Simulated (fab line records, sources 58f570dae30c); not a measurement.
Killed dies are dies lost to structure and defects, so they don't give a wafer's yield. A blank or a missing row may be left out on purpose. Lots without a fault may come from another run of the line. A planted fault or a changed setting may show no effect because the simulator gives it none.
Which tool did it? | flow berkeley_cmos170 | 14 lots, 42 wafers sampled, at 1 step of a route of 331

WHAT THE GAUGES READ, wafer by wafer
The record holds no reading of a measuring or inspecting step that can be judged against a usual standard deviation.

WHICH TOOL RAN EACH LOT (tool, then ch and the chambers of the sampled wafers, then the start)
lot  | UCB170_NVT_DEVELOP_05
L688 | litho_track-01 ch 0, day 5 18:00
L690 | litho_track-03 ch 0, day 6 01:00
L691 | litho_track-03 ch 0, day 6 12:00
L692 | litho_track-02 ch 0, day 6 12:00
L693 | litho_track-01 ch 0, day 6 12:00
L694 | litho_track-03 ch 0, day 7 03:00
L697 | litho_track-01 ch 0, day 7 13:00
L699 | litho_track-02 ch 0, day 7 23:00
L698 | litho_track-01 ch 0, day 7 23:00
L700 | litho_track-01 ch 0, day 8 04:00
L701 | litho_track-02 ch 0, day 8 04:00
L704 | litho_track-03, day 8 18:00
L703 | litho_track-02, day 8 18:00
L702 | litho_track-03 ch 0, day 8 19:00
- UCB170_NVT_DEVELOP_05: develop time 45 s.

WHAT THE TOOLS THEMSELVES READ (means of the sampled wafers that have a number; where no wafer has one, the mark that the record gives instead)
UCB170_NVT_DEVELOP_05. Usual: chill_plate_temp_C 23.02 C, standard deviation 0.095; resist_line_temp_C 22.97 C, standard deviation 0.12.
lot  | tool           | chill_plate_temp_C (C) | resist_line_temp_C (C) | flag
L688 | litho_track-01 | 22.92                  | 23.09                  |
L690 | litho_track-03 | 22.98                  | 23.01                  |
L691 | litho_track-03 | 22.98                  | 22.86                  |
L692 | litho_track-02 | 22.97                  | 22.99                  |
L693 | litho_track-01 | 23.06                  | 22.83                  |
L694 | litho_track-03 | 23.10                  | 22.99                  |
L697 | litho_track-01 | 22.88                  | 23.06                  |
L699 | litho_track-02 | 22.96                  | 23.16                  |
L698 | litho_track-01 | 23.00                  | 22.98                  |
L700 | litho_track-01 | 23.09                  | 22.96                  |
L701 | litho_track-02 | 22.96                  | 23.10                  |
L704 | litho_track-03 | -                      | -                      | OFF
L703 | litho_track-02 | -                      | -                      | OFF
L702 | litho_track-03 | 22.91                  | 22.85                  |

THE ANSWER, worked out from the rows above alone
Rule: a lot is off if the mean of its wafers that have a number lies more than 3 standard deviations from the usual mean. A lot without any number at a reading at which 4 lots or more have one is off too. The other lots that the step has rows for count as sound. The gauges are gone through in route order, then the tools' own readings, and for those a lot's mean is taken as printed above. The first step at which some lot is off is used, and at that step the reading that is off furthest; a lot without a number counts as furthest.
Off: L704, L703, at UCB170_NVT_DEVELOP_05 (chill_plate_temp_C). Without a number there: L704, L703.
A tool fits if, at that step or a process step before it, it ran every lot that is off, and no sound lot after the first of them. None of those tried fits.

WHAT THE SIMULATOR HAD PUT IN
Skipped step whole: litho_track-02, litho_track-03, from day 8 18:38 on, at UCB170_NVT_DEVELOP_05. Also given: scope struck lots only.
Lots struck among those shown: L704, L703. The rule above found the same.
